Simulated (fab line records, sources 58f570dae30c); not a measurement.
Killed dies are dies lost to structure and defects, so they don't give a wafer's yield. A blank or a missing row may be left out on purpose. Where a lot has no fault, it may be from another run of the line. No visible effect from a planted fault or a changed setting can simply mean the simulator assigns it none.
fab line records | flow berkeley-cmos170
[record] lots = 6 wafers = 18 last-day = 13
route steps=331 shown PVT@117 GATE@125 FIELD@126
lots with no fault: from the same line, run without faults
start-h: hours from the record's opening day to when the first of the lot's shown wafers began | wait-h: hours elapsed since this lot's preceding step | " the same as in the row above | L1.1+2: a row that stands for several wafers | - no value present, or no start provided | * or withheld: withheld | < > ~ a bound
route shown NAME@n: a module of which the file shows steps, and the number in the route of the first | usual: the fault-free wafers' mean and standard deviation | same: alike in all rows | chamber/n: place in a boat | sites: each site's reading | _std_site: standard deviation of those values | _edge_site: mean of outer sites minus mean of inner sites | radius-mm: how far each site lies from the wafer's centre | mask NAME#n: copy n | behind: the last tool/chamber to shape the wafer | hold: what put the lot on hold/how long, in hours/how the hold closed | device: transistor that didn't switch, given as n, p or np | end of line: the same wafers' tests at the end of the route | a step without rows: its recipe alone | killed: count of dies lost to structure and defects at first sort (not the wafer's yield) | map: per-die view of a wafer (x killed, . not killed, _ where there is no die)
set.NAME: the setting as run; set.NAME@STEP: as run at that earlier step | model.NAME: the simulator's own value behind a step, which no gauge read
lots at selected steps of the route; one table per step, one row per wafer
services: a tool's chamber out of use, with start hour (start-h, from the record's first day; less than 0 if before it), hours out, and reason
[[steps]]
[step UCB170_PVT_SOFTBAKE_02]
[recipe] resist = KrF temp-c = 130 time-s = 60
[step UCB170_PVT_EXPOSE_03]
[recipe] mask-id = NWELL target-cd-nm = 3000 na = 0.5 sigma-outer = 0.6 source-shape = conventional dose-mj = 30
[step UCB170_PVT_PEB_04]
[recipe] peb-temp-c = 130 peb-time-s = withheld resist = KrF
[step UCB170_PVT_DEVELOP_05]
[recipe] developer = TMAH develop-time-s = 45 resist = KrF dev-temp-c = 21
[step UCB170_PVT_OVL_MEAS_06]
[usual] PVT_OVL = 0/5.9
// columns lot.wafer tool chamber start-h wait-h PVT_OVL[nm]
L750.3 overlay-02 - 120.93 - 5
L750.4 " - " " 1
L750.5 " - " " 3
L764.3 overlay-02 - 203.89 - -4
L764.5 " - " " -8
L764.6 " - " " 6
L763.1 overlay-01 - 204.12 - -5
L763.2 " - " " -6
L763.3 " - " " -8
L770.1 overlay-01 - 246.47 - 7
L770.4 " - " " 2
L770.6 " - " " 5
L773.2 overlay-01 - 254.25 - -1
L773.3 " - " " -3
L773.5 " - " " 3
L771.1 overlay-01 - 254.79 - -6
L771.4 " - " " 5
L771.5 " - " " -2
[step UCB170_PVT_IMPLANT_07]
[recipe] species = P dose-cm2 = 2e+12 energy-kev = 30 tilt-deg = 7
[step UCB170_PVT_STRIP_08]
[recipe] chemistry = O2 power-w = 400 pressure-mtorr = 3500 platen-temp-c = withheld o2-flow-sccm = 400 overash-fraction = 0.5
[usual] chamber-pressure-mTorr = 3500/3.4 drypump-motor-current-A = 5.7/0.73 oes-product-au = 0.734/0.004 strip-time-to-endpoint-s = 21.66/0.065
// columns lot.wafer tool chamber start-h wait-h chamber-pressure-mTorr drypump-motor-current-A oes-product-au rf-hours-counter-h strip-time-to-endpoint-s
L750.3 plasma-asher-04 0 121.14 0.1 3504 5.0 0.732 - 21.63
L750.4 " 1 " " 3501 6.6 0.738 - 21.65
L750.5 " 1 " " 3501 6.6 0.729 - 21.69
L764.3 plasma-asher-01 1 204.10 0.1 3494 6.1 0.729 - 21.62
L764.5 " 1 " " 3502 6.1 0.729 - 21.56
L764.6 " 0 " " 3494 5.7 0.739 - 21.57
L763.1 plasma-asher-03 1 204.46 0.2 3500 4.8 0.723 9 21.63
L763.2 " 0 " " 3499 6.3 0.735 9 21.62
L763.3 " 0 " " 3501 6.3 0.736 - 21.60
L770.1 plasma-asher-04 1 246.65 0.1 3501 6.6 0.737 58 21.66
L770.4 " 0 " " 3501 5.0 0.734 - 21.66
L770.6 " 0 " " 3500 5.0 0.733 - 21.60
L773.2 plasma-asher-03 1 254.43 0.1 3504 4.8 0.726 14 21.73
L773.3 " 1 " " 3506 4.8 0.737 - 21.72
L773.5 " 1 " " 3511 4.8 0.737 - 21.62
L771.1 plasma-asher-03 0 254.98 0.1 3501 6.3 0.737 14 21.62
L771.4 " 1 " " 3502 4.8 0.742 - 21.59
L771.5 " 0 " " 3504 6.3 0.731 - 21.63
[step UCB170_PVT_TW_MEAS_09]
[usual] PVT_TW = 508/4.1
// columns lot.wafer tool chamber start-h wait-h PVT_TW
L750.3 film-metro-03 - 121.22 0.1 502
L750.4 " - " " 503
L750.5 " - " " 504
L764.3 film-metro-03 - 204.19 0.1 502
L764.5 " - " " 500
L764.6 " - " " 501
L763.1 film-metro-04 - 204.56 0.1 513
L763.2 " - " " 513
L763.3 " - " " 513
L770.1 film-metro-04 - 246.75 0.1 512
L770.4 " - " " 511
L770.6 " - " " 511
L773.2 film-metro-01 - 254.54 0.1 507
L773.3 " - " " 508
L773.5 " - " " 508
L771.1 film-metro-04 - 255.08 0.1 511
L771.4 " - " " 511
L771.5 " - " " 511
[step UCB170_GATE_WET_ETCH_00]
[recipe] chemistry = dHF dilution = 25:1 target = SiO2 temp-c = 25 time-s = 200
[step UCB170_FIELD_THK_MEAS_91]
[recipe] reads = SiO2_of_FIELD_OXIDATION_01
[usual] FIELD_OXIDE_LEFT_2_THK = 347/9.9
// columns lot.wafer tool chamber start-h wait-h FIELD_OXIDE_LEFT_2_THK[nm]
L750.3 film-metro-04 - 121.35 0.0 348
L750.4 " - " " 324
L750.5 " - " " 336
L764.3 film-metro-04 - 204.31 0.0 357
L764.5 " - " " 352
L764.6 " - " " 352
L763.1 film-metro-01 - 204.75 0.0 350
L763.2 " - " " 348
L763.3 " - " " 343
L770.1 film-metro-03 - 248.53 0.0 338
L770.4 " - " " 337
L770.6 " - " " 346
L773.2 film-metro-03 - 254.67 0.0 343
L773.3 " - " " 347
L773.5 " - " " 355
L771.1 film-metro-01 - 255.28 0.0 339
L771.4 " - " " 334
L771.5 " - " " 336
[step UCB170_GATE_OXIDATION_01]
[recipe] temp-c = 850 ambient = O2 target-thk-a = 66 ox-time-s = 1800
[step UCB170_GATE_THK_MEAS_02]
[recipe] reads = SiO2_of_GATE_OXIDATION_01
[usual] GATE_OXIDE_THK = 6.56/0.11
// columns lot.wafer tool chamber start-h wait-h GATE_OXIDE_THK[nm]
L750.3 film-metro-03 - 127.38 0.0 6.58
L750.4 " - " " 6.70
L750.5 " - " " 6.67
L763.1 film-metro-02 - 211.70 0.0 6.47
L763.2 " - " " 6.43
L763.3 " - " " 6.45
L764.3 film-metro-03 - 211.72 0.0 6.68
L764.5 " - " " 6.57
L764.6 " - " " 6.53
L770.1 film-metro-04 - 252.57 0.0 6.35
L770.4 " - " " 6.36
L770.6 " - " " 6.35
L773.2 film-metro-02 - 260.10 0.0 6.63
L773.3 " - " " 6.52
L773.5 " - " " 6.58
L771.1 film-metro-04 - 260.18 0.1 6.59
L771.4 " - " " 6.71
L771.5 " - " " 6.62
[step UCB170_GATE_ANNEAL_03]
[recipe] temp-c = 900 time-s = 1800 ambient = N2
[usual] spike-tc-centre-C = 901.2/1.1 spike-tc-load-C = 921.8/2 time-s = 1800/0 zone-power-centre-pct = 43/3.9
// columns lot.wafer tool chamber start-h wait-h spike-tc-centre-C spike-tc-load-C time-s zone-power-centre-pct
L750.3 furnace-02 0 132.25 4.9 902.1 924.0 1800 38
L750.4 " 0 " " 902.2 922.6 1800 38
L750.5 " 0 " " 899.0 923.4 1800 39
L763.1 furnace-01 - 215.95 4.2 - - - -
L763.2 " - " " - - - -
L763.3 " - " " - - - -
L764.3 furnace-01 - 215.95 4.2 - - - -
L764.5 " - " " - - - -
L764.6 " - " " - - - -
L770.1 furnace-02 0 255.42 2.8 899.3 923.9 1800 38
L770.4 " 0 " " 900.9 922.0 1800 38
L770.6 " 0 " " 902.6 923.7 1800 38
L771.1 furnace-01 0 264.20 4.0 901.2 922.8 1800 47
L771.4 " 0 " " 900.5 921.4 1800 46
L771.5 " 0 " " 900.0 923.5 1800 48
L773.2 furnace-01 0 264.20 4.1 900.8 923.3 1800 47
L773.3 " 0 " " 903.3 926.3 1800 47
L773.5 " 0 " " 902.3 921.1 1800 47
[step UCB170_GATE_CVD_04]
[recipe] material = poly-Si temp-c = 610 precursor = SiH4 time-s = 1440 pressure-mtorr = 375 target-thk-nm = 214 sih4-flow-sccm = 120
[[services]]
// columns tool chamber start-h hours kind
plasma-asher-03 - 108.75 9.0 pm
plasma-asher-03 0 108.75 9.0 vent-cycle
plasma-asher-03 1 108.75 9.0 vent-cycle
plasma-asher-03 0 117.75 - clean
plasma-asher-03 1 117.75 - clean
plasma-asher-03 - 139.28 4.8 repair
plasma-asher-03 - 140.50 2.1 repair
furnace-01 - 153.93 2.9 pm
furnace-01 - 182.46 3.1 pm
furnace-01 - 183.85 17.9 repair
plasma-asher-04 - 197.11 0.4 repair
plasma-asher-04 - 204.01 1.1 repair
furnace-02 - 218.28 4.6 pm
plasma-asher-03 - 241.74 1.7 repair
[[key]]
[first-sign] step = UCB170_GATE_ANNEAL_03 reading = tool-record direction = missing
effect none on later readings
met-at UCB170_GATE_ANNEAL_03
struck-wafers L763.1,L763.2,L763.3,L764.3,L764.5,L764.6
later-rows-left-out L763.1,L763.2,L763.3,L764.3,L764.5,L764.6
sort-left-out L763.1,L763.2,L763.3,L764.3,L764.5,L764.6
tester-left-out L763,L764
[fault] kind = skipped-step-whole tool = furnace-01 chamber = - onset-h = 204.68 steps = UCB170_GATE_ANNEAL_03 scope = struck-lots-only
// tester-left-out: of these lots the tester's yield and bins aren't shown, on N5 and GAA mostly nor the transistor test; their killed dies are dies lost to structure and defects alone, not to doping, threshold or leakage, so they don't give the yield
// sort-left-out: the simulated sort isn't trusted on such a fault, so these wafers' sort isn't shown, and their yield isn't known
// later-rows-left-out: the simulator's readings of these wafers behind a module that went badly wrong aren't trusted and aren't shown, but for the sort
